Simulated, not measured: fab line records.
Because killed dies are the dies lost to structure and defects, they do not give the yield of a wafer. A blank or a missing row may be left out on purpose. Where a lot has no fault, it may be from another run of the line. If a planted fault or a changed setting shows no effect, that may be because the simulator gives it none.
2 desks looking at one fault    flow rit cmos    every desk sees just its own numbers, and what lay behind them comes last

## THE METROLOGY DESK
Means of the sampled wafers that have a number, per lot and without regard to the tool the lot ran on: this is what the gauges read. The brackets show how far a lot's mean lies from the usual mean; more than 4 standard deviations puts the lot out of limits, marked OUT.
Columns: A = NLDD_TW at RIT_NLDD_TW_MEAS_10, usual 2492; B = NSD_OVL at RIT_NSD_OVL_MEAS_06, usual -0.6 nm
lot   first seen here  A     B
L172  day 2 22:19      2493  -0.4
L176  day 3 17:10      2482  1.3
L177  day 4 01:40      2514  -0.2
L179  day 4 11:47      2504  -2.5
L180  day 4 15:28      2499  -2.2
L181  day 4 20:11      2490  0.6
L182  day 5 02:23      2497  -0.2
L184  day 5 09:52      2496  -2.2
L185  day 5 16:53      2487  1.9
L186  day 5 23:13      2478  -1.3
L187  day 6 03:00      2510  -0.2
L189  day 6 15:53      2498  1.0
L193  day 7 07:26      2476  -1.6
L195  day 7 18:29      2492  -1.0
Finding of this desk: none of the 14 lots has anything out of limits.

## THE TOOL OWNER'S DESK: wet bench-04
The tool's own readings at RIT_SPACER_CLEAN_00 (cleans in SC1, time 600 s): means of the sampled wafers that have a number, for each lot that ran on this tool. The brackets show how far a lot's mean lies from the usual mean; more than 4 standard deviations puts the lot out of limits, marked OUT.
Columns: A = bath heat duty pct at RIT_SPACER_CLEAN_00, usual 15.5 %
lot   first seen here  A
L176  day 3 18:38      14.3
L177  day 4 03:08      14.1
L181  day 4 21:40      14.4
L182  day 5 03:52      14.4
L184  day 5 11:20      13.6
L185  day 5 18:21      14.1
Finding of this desk: none of the 6 lots has anything out of limits.

## PUT TOGETHER
Metrology desk: nothing out of limits seen.
The tool owner's desk saw nothing out of limits.

## WHAT THE SIMULATOR PUT IN
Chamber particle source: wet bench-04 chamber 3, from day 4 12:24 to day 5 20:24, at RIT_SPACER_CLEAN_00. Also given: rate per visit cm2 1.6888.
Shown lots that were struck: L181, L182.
